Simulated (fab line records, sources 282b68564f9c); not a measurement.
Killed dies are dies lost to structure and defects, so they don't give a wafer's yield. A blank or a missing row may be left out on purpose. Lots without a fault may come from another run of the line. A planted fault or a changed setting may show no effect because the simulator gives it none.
Problem report in the 8D (eight disciplines) form, filled by code | flow rit_cmos | the parts of the form that need people (team, actions taken, sign-off) are left out

1. THE PROBLEM
NLDD_TW at RIT_NLDD_TW_MEAS_10 reads a mean of 2652 on 6 wafers of 2 lots; wafers without a fault read 2478 with a standard deviation of 23. That is +7.6 standard deviations from the usual mean.
First seen on wafer L843.1, day 5 22:57, on film_metro-01. The record holds 39 wafers of 13 lots with a number at this step. Rule for "out", or "out of limits": more than 4 standard deviations from the usual mean. The other wafers with a number count as sound.

2. WHAT IT IS AND WHAT IT IS NOT
question                    | is                           | is not
which readings at this step | NLDD_TW                      | -
which lots                  | L843, L846                   | L828, L829, L830, L831, L832, L833, L834, L847, L848, L849, L850
which wafers of those lots  | all that have a number       | -
read on which gauges        | film_metro-01, film_metro-03 | film_metro-04
when                        | from day 5 22:57             | up to then (21 sound wafers); but 12 sound wafers of L847, L848, L849, L850 came after

3. SUSPECTS, AND WHAT RULES EACH OUT
Counting: a tool at a process step up to the reading stays a suspect if it ran every lot that is out and no sound lot after the first of them.
- the gauge at RIT_NLDD_TW_MEAS_10: ruled out. The wafers that are out were read on 2 gauges (film_metro-01, film_metro-03).
- plasma_asher-04 at RIT_PRETRO_STRIP_09 (strips in O2, time 180 s): ruled out as a lasting fault. Sound lots L848 ran on it after its first lot that is out, L843 (day 5 13:14).
- implanter-01 at RIT_NLDD_IMPLANT_08: kept. It ran every lot that is out, first L843 (day 5 22:38), and no sound lot after that; its last sound lot up to then is L828 (day 2 18:23). Its own readings are out on those wafers: dose_ions_cm2, faraday_current_uA.
Left after counting: implanter-01 at RIT_NLDD_IMPLANT_08.

4. THE CAUSE (what the simulator had put in)
Process parameter drift: implanter-01, from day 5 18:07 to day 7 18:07, at RIT_NLDD_IMPLANT_08. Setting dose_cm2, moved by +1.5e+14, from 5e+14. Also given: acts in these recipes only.
Counting left only this tool.

5. THE CHAIN OF EFFECTS, in route order
Each row: a reading whose mean over the struck wafers that have a number lies more than 3 standard deviations from the usual. Only readings for which the record gives a usual standard deviation are gone through. hours: the time from each lot's start at the first step in this table that gives one to its start at this step, as a median over the lots. sigmas: the change in usual standard deviations.
hours | step                    | reading            | usual        | on struck wafers | change | sigmas
0     | RIT_NLDD_IMPLANT_08     | dose_ions_cm2      | 5e+14        | 7e+14            | +2e+14 | +99 or more
0     | RIT_NLDD_IMPLANT_08     | faraday_current_uA | 1576         | 2027             | +451   | +14
0     | RIT_NLDD_TW_MEAS_10     | NLDD_TW            | 2478         | 2652             | +174   | +7.6
9     | RIT_SDANNEAL_RS_MEAS_07 | NLDD_RS            | 151.7 ohm/sq | 122.7            | -29.0  | -49
The process steps in it:
- RIT_NLDD_IMPLANT_08
Later measuring or inspecting steps at which every struck wafer that the step has a row for has a number for every such reading, and none has moved that far: RIT_CONTACT_CD_MEAS_90, RIT_M1_CD_MEAS_90.

6. WHAT WOULD HAVE CAUGHT IT SOONER
In this record the first reading out of limits at a measuring or inspecting step was taken at day 5 22:57, 5 hours after the fault began at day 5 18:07.
The tool's own readings at RIT_NLDD_IMPLANT_08 were out on every struck wafer that the step has a row for (dose_ions_cm2, faraday_current_uA): an alarm limit on them would have fired on the first of those.
Of the lots that are out (2), L846 began RIT_NLDD_IMPLANT_08 on implanter-01 after day 5 22:57. A hold on the tool at that time would have spared it.
